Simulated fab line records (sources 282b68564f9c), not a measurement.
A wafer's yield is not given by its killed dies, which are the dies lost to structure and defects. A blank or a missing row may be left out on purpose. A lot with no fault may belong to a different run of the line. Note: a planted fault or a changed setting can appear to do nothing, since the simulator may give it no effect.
Which tool was responsible? | flow rit_cmos | Sampling: 7 lots, 21 wafers, 2 of 202 route steps

== WHAT THE GAUGES SHOWED, per wafer ==
RIT_PWELL_TW_MEAS_10.
lot  | measured    | on            | PWELL_TW
L529 | day 2 10:23 | film_metro-03 | 949 955 955
L531 | day 3 01:08 | film_metro-01 | 944 941 947
L534 | day 3 18:39 | film_metro-03 | 968 966 963
L536 | day 3 23:49 | film_metro-03 | 964 970 967
L540 | day 4 16:43 | film_metro-02 | 1086 1084 1086
L545 | day 5 18:20 | film_metro-01 | 936 942 940
L549 | day 6 14:17 | film_metro-02 | 932 934 937

== EACH LOT AND THE TOOL THAT RAN IT (in order: tool; ch and the chambers of the sampled wafers; start) ==
lot  | RIT_PWELL_IMPLANT_08
L529 | implanter-04 ch 0, day 2 10:04
L531 | implanter-02 ch 0, day 3 00:48
L534 | implanter-04 ch 0, day 3 18:21
L536 | implanter-03 ch 0, day 3 23:29
L540 | implanter-04 ch 0, day 4 16:23
L545 | implanter-03 ch 0, day 5 17:47
L549 | implanter-03 ch 0, day 6 14:01
- RIT_PWELL_IMPLANT_08

== THE ANSWER, worked out from the rows above alone ==
Rule: what is usual is taken from the lots themselves. The widest of any qualifying gaps counts: lots, ordered by their means at a reading, are off when they make up no more than a third of the lots, leave a main group of 4 or more, and stand apart from it by 3 or more times the standard deviation of that group's means. If all means in a main group match to the digits the tables above print for the reading, that group is not used. A lot without any number at a reading at which 4 lots or more have one is off too. Any other lot the step has rows for is counted as sound.
Off: at RIT_PWELL_TW_MEAS_10 (PWELL_TW), L540. The main group: mean 951, standard deviation 12.
If a tool, at a process step before that reading, ran all the lots that are off and no sound lot after the first of them, it fits. Those tools and the gauges at RIT_PWELL_TW_MEAS_10 are tried in the same way. One fits: implanter-04 at RIT_PWELL_IMPLANT_08. A fault onset in the window from L534 (day 3 18:21, its last sound lot) to L540 (day 4 16:23, its first lot off) fits.

== WHAT THE SIMULATOR PUT IN ==
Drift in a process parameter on implanter-04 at RIT_PWELL_IMPLANT_08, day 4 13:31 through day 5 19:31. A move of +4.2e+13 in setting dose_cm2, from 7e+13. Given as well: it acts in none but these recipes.
Lots struck among those shown: L540. The rule above found the same.
